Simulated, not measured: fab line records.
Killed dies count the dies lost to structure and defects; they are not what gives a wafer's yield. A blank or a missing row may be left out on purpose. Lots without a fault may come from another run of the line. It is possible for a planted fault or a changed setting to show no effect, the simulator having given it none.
fab line records -- flow berkeley-cmos170
record lots=14, wafers=42, last-day=11
route steps=331 shown ACTIVE@77 NVT@110 PLDD@153
lots with no fault: from the same line, run without faults
start-h: hours from the record's opening day to when the first of the lot's shown wafers began -- wait-h: hours since the lot's step before -- " same as the row above -- L1.1+2: a single row standing in for several wafers -- - no value present, or no start provided -- * or withheld: withheld -- < > ~ a bound
route shown NAME@n: a module of which the file shows steps, and the number in the route of the first -- usual: the fault-free wafers' mean and standard deviation -- same: alike in all rows -- chamber/n: place in a boat -- sites: per-site readings -- _std_site: the values' standard deviation -- _edge_site: outer sites' mean less inner sites' -- radius-mm: for every site, how far away it sits from the centre of the wafer -- mask NAME#n: copy n -- behind: tool/chamber where the wafer was last shaped -- hold: cause of the lot's hold/its duration in hours/its outcome -- device: whichever transistor did not switch (one of n, p or np) -- end of line: the route-end tests of the same wafers -- for a step that has no rows: nothing shown but its recipe -- killed: dies that structure and defects cost at the first sort, which is not the same as the wafer's yield -- map: a wafer's dies, marking killed ones x, the rest . and places with no die _
set.NAME: setting as actually run; set.NAME@STEP: the setting as run at that earlier step -- model.NAME: the simulator's own value behind a step, which no gauge read
steps of the route over a sample of lots; a table a step, a row a wafer
services: a tool's chamber out of use, with start hour (start-h, from the record's first day; less than 0 if before it), hours out, and reason
## steps
# step UCB170_ACTIVE_CD_MEAS_90
# recipe target-cd-nm=1200
# usual cd-nm=1199.7/1.4
lot.wafer,tool,chamber,start-h,wait-h,cd-nm
L964.3,cd-sem-01,-,81.35,0.1,1201.9
L964.4,cd-sem-01,-,81.35,0.1,1203.1
L964.5,cd-sem-01,-,81.35,0.1,1202.0
L965.1,cd-sem-02,-,87.40,0.1,1199.8
L965.2,cd-sem-02,-,87.40,0.1,1199.2
L965.5,cd-sem-02,-,87.40,0.1,1199.0
L968.2,cd-sem-01,-,97.78,0.1,1198.9
L968.3,cd-sem-01,-,97.78,0.1,1198.2
L968.5,cd-sem-01,-,97.78,0.1,1198.7
L967.2,cd-sem-01,-,98.09,0.2,1200.8
L967.5,cd-sem-01,-,98.09,0.2,1199.0
L967.6,cd-sem-01,-,98.09,0.2,1199.3
L971.3,cd-sem-01,-,112.53,0.1,1201.0
L971.4,cd-sem-01,-,112.53,0.1,1202.0
L971.5,cd-sem-01,-,112.53,0.1,1201.2
L969.1,cd-sem-02,-,113.04,0.1,1198.5
L969.3,cd-sem-02,-,113.04,0.1,1197.9
L969.6,cd-sem-02,-,113.04,0.1,1199.7
L972.1,cd-sem-02,-,130.97,0.1,1200.5
L972.4,cd-sem-02,-,130.97,0.1,1198.4
L972.5,cd-sem-02,-,130.97,0.1,1200.8
L974.1,cd-sem-01,-,135.23,0.1,1197.6
L974.2,cd-sem-01,-,135.23,0.1,1198.5
L974.5,cd-sem-01,-,135.23,0.1,1199.0
L973.2,cd-sem-02,-,135.37,0.1,1198.4
L973.4,cd-sem-02,-,135.37,0.1,1197.4
L973.5,cd-sem-02,-,135.37,0.1,1199.2
L976.1,cd-sem-02,-,141.04,0.1,1200.0
L976.4,cd-sem-02,-,141.04,0.1,1201.5
L976.6,cd-sem-02,-,141.04,0.1,1201.0
L977.1,cd-sem-02,-,147.87,0.1,1197.5
L977.2,cd-sem-02,-,147.87,0.1,1197.6
L977.3,cd-sem-02,-,147.87,0.1,1196.3
L982.3,cd-sem-01,-,168.70,0.1,1198.8
L982.4,cd-sem-01,-,168.70,0.1,1199.4
L982.5,cd-sem-01,-,168.70,0.1,1199.2
L985.1,cd-sem-01,-,183.96,0.1,1200.6
L985.3,cd-sem-01,-,183.96,0.1,1199.8
L985.6,cd-sem-01,-,183.96,0.1,1201.3
L987.1,cd-sem-02,-,184.24,0.1,1200.4
L987.2,cd-sem-02,-,184.24,0.1,1200.8
L987.5,cd-sem-02,-,184.24,0.1,1199.5
# step UCB170_NVT_OVL_MEAS_06
# usual NVT_OVL=0/4.7
lot.wafer,tool,chamber,start-h,wait-h,NVT_OVL[nm]
L964.3,overlay-02,-,117.13,-,0
L964.4,overlay-02,-,117.13,-,-4
L964.5,overlay-02,-,117.13,-,3
L965.1,overlay-02,-,117.35,-,7
L965.2,overlay-02,-,117.35,-,12
L965.5,overlay-02,-,117.35,-,5
L967.2,overlay-01,-,136.40,-,-1
L967.5,overlay-01,-,136.40,-,2
L967.6,overlay-01,-,136.40,-,4
L968.2,overlay-02,-,136.52,-,3
L968.3,overlay-02,-,136.52,-,-4
L968.5,overlay-02,-,136.52,-,-2
L971.3,overlay-01,-,141.85,-,6
L971.4,overlay-01,-,141.85,-,-5
L971.5,overlay-01,-,141.85,-,2
L969.1,overlay-01,-,142.53,-,-3
L969.3,overlay-01,-,142.53,-,3
L969.6,overlay-01,-,142.53,-,-5
L972.1,overlay-01,-,159.25,-,3
L972.4,overlay-01,-,159.25,-,-7
L972.5,overlay-01,-,159.25,-,11
L974.1,overlay-01,-,159.53,-,4
L974.2,overlay-01,-,159.53,-,-2
L974.5,overlay-01,-,159.53,-,4
L973.2,overlay-02,-,159.53,-,3
L973.4,overlay-02,-,159.53,-,8
L973.5,overlay-02,-,159.53,-,8
L976.1,overlay-02,-,166.47,-,-6
L976.4,overlay-02,-,166.47,-,-1
L976.6,overlay-02,-,166.47,-,2
L977.1,overlay-01,-,178.90,-,1
L977.2,overlay-01,-,178.90,-,-2
L977.3,overlay-01,-,178.90,-,-3
L982.3,overlay-01,-,195.09,-,-3
L982.4,overlay-01,-,195.09,-,3
L982.5,overlay-01,-,195.09,-,-2
L987.1,overlay-02,-,214.95,-,-2
L987.2,overlay-02,-,214.95,-,-5
L987.5,overlay-02,-,214.95,-,-7
L985.1,overlay-02,-,215.22,-,-7
L985.3,overlay-02,-,215.22,-,3
L985.6,overlay-02,-,215.22,-,-5
# step UCB170_NVT_STRIP_08
# recipe chemistry=O2, power-w=400, pressure-mtorr=3500, platen-temp-c=withheld, o2-flow-sccm=400, overash-fraction=0.5
# usual drypump-motor-current-A=5.6/0.34, oes-product-au=0.733/0.0043, strip-time-to-endpoint-s=21.63/0.064
lot.wafer,tool,chamber,start-h,wait-h,drypump-motor-current-A,oes-product-au,rf-hours-counter-h,strip-time-to-endpoint-s
L964.3,plasma-asher-02,0,117.33,0.1,5.6,0.735,-,21.58
L964.4,plasma-asher-02,1,117.33,0.1,5.2,0.730,-,21.55
L964.5,plasma-asher-02,0,117.33,0.1,5.7,0.740,-,21.55
L965.1,plasma-asher-02,0,117.54,0.1,5.7,0.733,43,21.68
L965.2,plasma-asher-02,1,117.54,0.1,5.3,0.736,43,21.72
L965.5,plasma-asher-02,0,117.54,0.1,5.6,0.728,-,21.80
L967.2,plasma-asher-02,0,136.58,0.1,5.7,0.735,45,21.65
L967.5,plasma-asher-02,1,136.58,0.1,5.3,0.734,-,21.65
L967.6,plasma-asher-02,0,136.58,0.1,5.7,0.732,-,21.57
L968.2,plasma-asher-04,1,136.70,0.1,5.7,0.729,27,21.77
L968.3,plasma-asher-04,1,136.70,0.1,5.7,0.733,-,21.78
L968.5,plasma-asher-04,1,136.70,0.1,5.7,0.730,-,21.81
L971.3,plasma-asher-03,1,142.05,0.1,5.3,0.733,-,21.65
L971.4,plasma-asher-03,0,142.05,0.1,6.4,0.732,-,21.64
L971.5,plasma-asher-03,0,142.05,0.1,6.4,0.733,-,21.61
L969.1,plasma-asher-02,0,142.71,0.1,5.7,0.746,46,21.55
L969.3,plasma-asher-02,0,142.71,0.1,5.7,0.733,-,21.59
L969.6,plasma-asher-02,1,142.71,0.1,5.3,0.731,-,21.57
L972.1,plasma-asher-03,1,159.44,0.1,5.3,0.728,47,21.64
L972.4,plasma-asher-03,1,159.44,0.1,5.3,0.735,-,21.57
L972.5,plasma-asher-03,0,159.44,0.1,6.4,0.726,-,21.63
L973.2,plasma-asher-04,0,159.71,0.1,5.8,0.734,30,21.64
L973.4,plasma-asher-04,1,159.71,0.1,5.7,0.738,-,21.69
L973.5,plasma-asher-04,0,159.71,0.1,5.8,0.739,-,21.75
L974.1,plasma-asher-02,1,159.71,0.1,5.3,0.732,48,21.66
L974.2,plasma-asher-02,0,159.71,0.1,5.7,0.735,48,21.77
L974.5,plasma-asher-02,0,159.71,0.1,5.7,0.729,-,21.75
L976.1,plasma-asher-04,0,166.65,0.1,5.8,0.744,31,21.59
L976.4,plasma-asher-04,1,166.65,0.1,5.7,0.724,-,21.56
L976.6,plasma-asher-04,0,166.65,0.1,5.8,0.731,-,21.56
L977.1,plasma-asher-03,1,179.09,0.1,5.3,0.744,49,21.70
L977.2,plasma-asher-03,0,179.09,0.1,6.4,0.731,49,21.61
L977.3,plasma-asher-03,1,179.09,0.1,5.3,0.738,-,21.69
L982.3,plasma-asher-04,1,195.30,0.1,5.7,0.728,-,21.65
L982.4,plasma-asher-04,0,195.30,0.1,5.8,0.736,-,21.62
L982.5,plasma-asher-04,0,195.30,0.1,5.8,0.731,-,21.63
L987.1,plasma-asher-03,1,215.13,0.1,5.2,0.738,54,21.58
L987.2,plasma-asher-03,0,215.13,0.1,6.4,0.728,54,21.57
L987.5,plasma-asher-03,1,215.13,0.1,5.2,0.735,-,21.58
L985.1,plasma-asher-04,1,215.41,0.1,5.7,0.733,37,21.59
L985.3,plasma-asher-04,0,215.41,0.1,5.8,0.736,-,21.66
L985.6,plasma-asher-04,0,215.41,0.1,5.8,0.740,-,21.62
# step UCB170_PLDD_IMPLANT_08
# recipe species=BF2, dose-cm2=5e+13, energy-kev=10, tilt-deg=7, rotation-deg=0
# usual beam-on-s=10.03/0.2, dose-ions-cm2=5e+13/5e+10, end-station-pressure-torr=5.14e-06/2.7e-07, faraday-current-uA=158/3.1
# same implant-ion-amu=49
lot.wafer,tool,chamber,start-h,wait-h,beam-on-s,dose-ions-cm2,end-station-pressure-torr,faraday-current-uA
L964.3,implanter-02,0,134.16,0.1,9.90,5.005e+13,5.25e-06,160
L964.4,implanter-02,0,134.16,0.1,10.03,5.001e+13,5.34e-06,158
L964.5,implanter-02,0,134.16,0.1,10.19,4.995e+13,5.39e-06,156
L965.1,implanter-04,0,134.21,0.0,10.03,5.002e+13,5.61e-06,158
L965.2,implanter-04,0,134.21,0.0,10.15,4.992e+13,4.94e-06,156
L965.5,implanter-04,0,134.21,0.0,10.04,4.997e+13,5.11e-06,158
L968.2,implanter-04,0,150.75,0.0,9.69,4.995e+13,5.39e-06,163
L968.3,implanter-04,0,150.75,0.0,9.85,5.003e+13,5.58e-06,161
L968.5,implanter-04,0,150.75,0.0,10.06,5e+13,5.41e-06,158
L967.2,implanter-01,0,151.03,0.0,9.97,4.996e+13,5.39e-06,158
L967.5,implanter-01,0,151.03,0.0,10.05,4.997e+13,5.49e-06,158
L967.6,implanter-01,0,151.03,0.0,10.03,4.993e+13,5.29e-06,159
L969.1,implanter-02,0,155.01,0.0,9.99,5.005e+13,5.48e-06,159
L969.3,implanter-02,0,155.01,0.0,10.04,5.002e+13,5.54e-06,158
L969.6,implanter-02,0,155.01,0.0,9.91,4.999e+13,5.32e-06,160
L971.3,implanter-04,0,155.58,0.1,10.11,4.99e+13,5.53e-06,157
L971.4,implanter-04,0,155.58,0.1,10.16,4.999e+13,5.22e-06,155
L971.5,implanter-04,0,155.58,0.1,10.08,4.998e+13,4.88e-06,157
L973.2,implanter-01,0,176.86,0.0,10.05,4.993e+13,5.14e-06,157
L973.4,implanter-01,0,176.86,0.0,9.90,4.999e+13,4.88e-06,160
L973.5,implanter-01,0,176.86,0.0,10.05,4.996e+13,4.94e-06,158
L974.1,implanter-02,0,177.14,0.0,10.06,5.003e+13,4.73e-06,157
L974.2,implanter-02,0,177.14,0.0,10.01,5e+13,4.98e-06,158
L974.5,implanter-02,0,177.14,0.0,10.29,5.001e+13,5.04e-06,154
L972.1,implanter-04,0,177.38,0.0,10.20,4.995e+13,5.28e-06,156
L972.4,implanter-04,0,177.38,0.0,9.97,4.989e+13,5.06e-06,159
L972.5,implanter-04,0,177.38,0.0,10.36,5e+13,4.98e-06,153
L976.1,implanter-02,0,184.53,0.0,9.99,4.999e+13,5.41e-06,158
L976.4,implanter-02,0,184.53,0.0,10.27,5.006e+13,4.98e-06,154
L976.6,implanter-02,0,184.53,0.0,10.16,5.006e+13,5.01e-06,156
L977.1,implanter-02,0,193.93,0.0,9.93,5.001e+13,5.05e-06,160
L977.2,implanter-02,0,193.93,0.0,9.78,5.01e+13,5.57e-06,162
L977.3,implanter-02,0,193.93,0.0,9.85,5.005e+13,5.29e-06,161
L982.3,implanter-04,0,213.54,0.1,13.43,7.654e+13,5.26e-06,182
L982.4,implanter-04,0,213.54,0.1,13.41,7.655e+13,4.94e-06,181
L982.5,implanter-04,0,213.54,0.1,13.57,7.649e+13,5.47e-06,177
L987.1,implanter-01,0,228.56,0.0,10.13,4.999e+13,4.94e-06,157
L987.2,implanter-01,0,228.56,0.0,10.17,4.995e+13,5.36e-06,156
L987.5,implanter-01,0,228.56,0.0,10.26,5.004e+13,4.67e-06,155
L985.1,implanter-04,0,228.91,0.0,13.13,7.654e+13,5.29e-06,185
L985.3,implanter-04,0,228.91,0.0,13.27,7.665e+13,5.26e-06,184
L985.6,implanter-04,0,228.91,0.0,13.33,7.653e+13,5.23e-06,183
# step UCB170_PLDD_TW_MEAS_11
# usual PLDD_TW=1009/6.6
lot.wafer,tool,chamber,start-h,wait-h,PLDD_TW
L964.3,film-metro-01,-,134.57,0.1,997
L964.4,film-metro-01,-,134.57,0.1,1000
L964.5,film-metro-01,-,134.57,0.1,1001
L965.1,film-metro-01,-,134.61,0.1,1003
L965.2,film-metro-01,-,134.61,0.1,1007
L965.5,film-metro-01,-,134.61,0.1,998
L968.2,film-metro-04,-,151.14,0.1,1014
L968.3,film-metro-04,-,151.14,0.1,1015
L968.5,film-metro-04,-,151.14,0.1,1013
L967.2,film-metro-04,-,151.41,0.1,1021
L967.5,film-metro-04,-,151.41,0.1,1017
L967.6,film-metro-04,-,151.41,0.1,1014
L969.1,film-metro-03,-,155.46,0.1,1005
L969.3,film-metro-03,-,155.46,0.1,1003
L969.6,film-metro-03,-,155.46,0.1,1006
L971.3,film-metro-01,-,155.95,0.1,1009
L971.4,film-metro-01,-,155.95,0.1,1011
L971.5,film-metro-01,-,155.95,0.1,1008
L973.2,film-metro-01,-,177.25,0.1,1002
L973.4,film-metro-01,-,177.25,0.1,1002
L973.5,film-metro-01,-,177.25,0.1,1008
L974.1,film-metro-03,-,177.54,0.1,1018
L974.2,film-metro-03,-,177.54,0.1,1022
L974.5,film-metro-03,-,177.54,0.1,1019
L972.1,film-metro-01,-,177.78,0.1,1000
L972.4,film-metro-01,-,177.78,0.1,1007
L972.5,film-metro-01,-,177.78,0.1,1003
L976.1,film-metro-03,-,184.93,0.1,1025
L976.4,film-metro-03,-,184.93,0.1,1021
L976.6,film-metro-03,-,184.93,0.1,1019
L977.1,film-metro-01,-,194.33,0.1,999
L977.2,film-metro-01,-,194.33,0.1,1005
L977.3,film-metro-01,-,194.33,0.1,1001
L982.3,film-metro-04,-,213.91,0.1,1087
L982.4,film-metro-04,-,213.91,0.1,1084
L982.5,film-metro-04,-,213.91,0.1,1087
L987.1,film-metro-03,-,228.96,0.1,1011
L987.2,film-metro-03,-,228.96,0.1,1017
L987.5,film-metro-03,-,228.96,0.1,1014
L985.1,film-metro-01,-,229.31,0.1,1077
L985.3,film-metro-01,-,229.31,0.1,1075
L985.6,film-metro-01,-,229.31,0.1,1079
# step UCB170_SDANNEAL_RS_MEAS_04
# recipe thk-meas-gauge=four-point-probe
# usual PLDD_RS=1032.2/2.1
lot.wafer,tool,chamber,start-h,wait-h,PLDD_RS[ohm/sq]
L964.3,film-metro-04,-,145.68,0.1,1030.9
L964.4,film-metro-04,-,145.68,0.1,1031.8
L964.5,film-metro-04,-,145.68,0.1,1030.7
L965.1,film-metro-03,-,145.87,0.1,1029.7
L965.2,film-metro-03,-,145.87,0.1,1033.9
L965.5,film-metro-03,-,145.87,0.1,1032.8
L968.2,film-metro-01,-,162.13,0.1,1033.8
L968.3,film-metro-01,-,162.13,0.1,1033.5
L968.5,film-metro-01,-,162.13,0.1,1033.3
L967.2,film-metro-03,-,164.02,0.1,1032.6
L967.5,film-metro-03,-,164.02,0.1,1035.4
L967.6,film-metro-03,-,164.02,0.1,1032.6
L971.3,film-metro-03,-,167.69,0.1,1033.9
L971.4,film-metro-03,-,167.69,0.1,1031.6
L971.5,film-metro-03,-,167.69,0.1,1034.1
L969.1,film-metro-01,-,168.03,0.1,1034.4
L969.3,film-metro-01,-,168.03,0.1,1033.5
L969.6,film-metro-01,-,168.03,0.1,1033.8
L973.2,film-metro-03,-,190.75,0.1,1032.0
L973.4,film-metro-03,-,190.75,0.1,1028.1
L973.5,film-metro-03,-,190.75,0.1,1032.7
L972.1,film-metro-04,-,190.85,0.1,1031.1
L972.4,film-metro-04,-,190.85,0.1,1031.5
L972.5,film-metro-04,-,190.85,0.1,1029.4
L974.1,film-metro-01,-,190.98,0.1,1026.9
L974.2,film-metro-01,-,190.98,0.1,1028.4
L974.5,film-metro-01,-,190.98,0.1,1028.5
L976.1,film-metro-03,-,196.90,0.1,1030.5
L976.4,film-metro-03,-,196.90,0.1,1032.1
L976.6,film-metro-03,-,196.90,0.1,1036.0
L977.1,film-metro-01,-,205.98,0.1,1033.8
L977.2,film-metro-01,-,205.98,0.1,1032.9
L977.3,film-metro-01,-,205.98,0.1,1030.7
L982.3,film-metro-04,-,227.51,0.1,858.3
L982.4,film-metro-04,-,227.51,0.1,857.2
L982.5,film-metro-04,-,227.51,0.1,858.5
L987.1,film-metro-01,-,243.81,0.1,1030.8
L987.2,film-metro-01,-,243.81,0.1,1033.4
L987.5,film-metro-01,-,243.81,0.1,1032.5
L985.1,film-metro-03,-,244.15,0.1,860.3
L985.3,film-metro-03,-,244.15,0.1,858.2
L985.6,film-metro-03,-,244.15,0.1,857.9
## services
tool,chamber,start-h,hours,kind
plasma-asher-03,-,100.65,0.7,repair
implanter-04,-,113.19,8.4,pm
implanter-01,-,146.55,3.0,repair
plasma-asher-04,-,179.09,1.3,repair
plasma-asher-04,-,187.54,2.3,repair
implanter-02,-,226.64,4.0,pm
## key
first-sign step=UCB170_PLDD_IMPLANT_08, reading=dose-ions-cm2, direction=up, sigmas=99+, usual=5e+13, struck=7.655e+13
effect step=UCB170_PLDD_IMPLANT_08, reading=beam-on-s, direction=up, sigmas=17, usual=10.03, struck=13.36
effect step=UCB170_PLDD_TW_MEAS_11, reading=PLDD_TW, direction=up, sigmas=11, usual=1009, struck=1081
effect step=UCB170_SDANNEAL_RS_MEAS_04, reading=PLDD_RS, direction=down, sigmas=83, usual=1032.2, struck=858.4
met-at UCB170_PLDD_IMPLANT_08
struck-lots L982,L985
tester-left-out L982,L985
not-acting-at UCB170_ACTIVE_CD_MEAS_90,UCB170_NVT_OVL_MEAS_06,UCB170_NVT_STRIP_08
onset-between 177.38 213.54
fault kind=process-parameter-drift, tool=implanter-04, chamber=-, onset-h=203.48, steps=UCB170_PLDD_IMPLANT_08, channel=dose-cm2, offset=2.6523e+13, shape=step, end-h=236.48, acts-in=these-recipes-only, stated=5e+13
# tester-left-out: of these lots the tester's yield and bins aren't shown, on N5 and GAA mostly nor the transistor test; their killed dies are dies lost to structure and defects alone, not to doping, threshold or leakage, so they don't give the yield
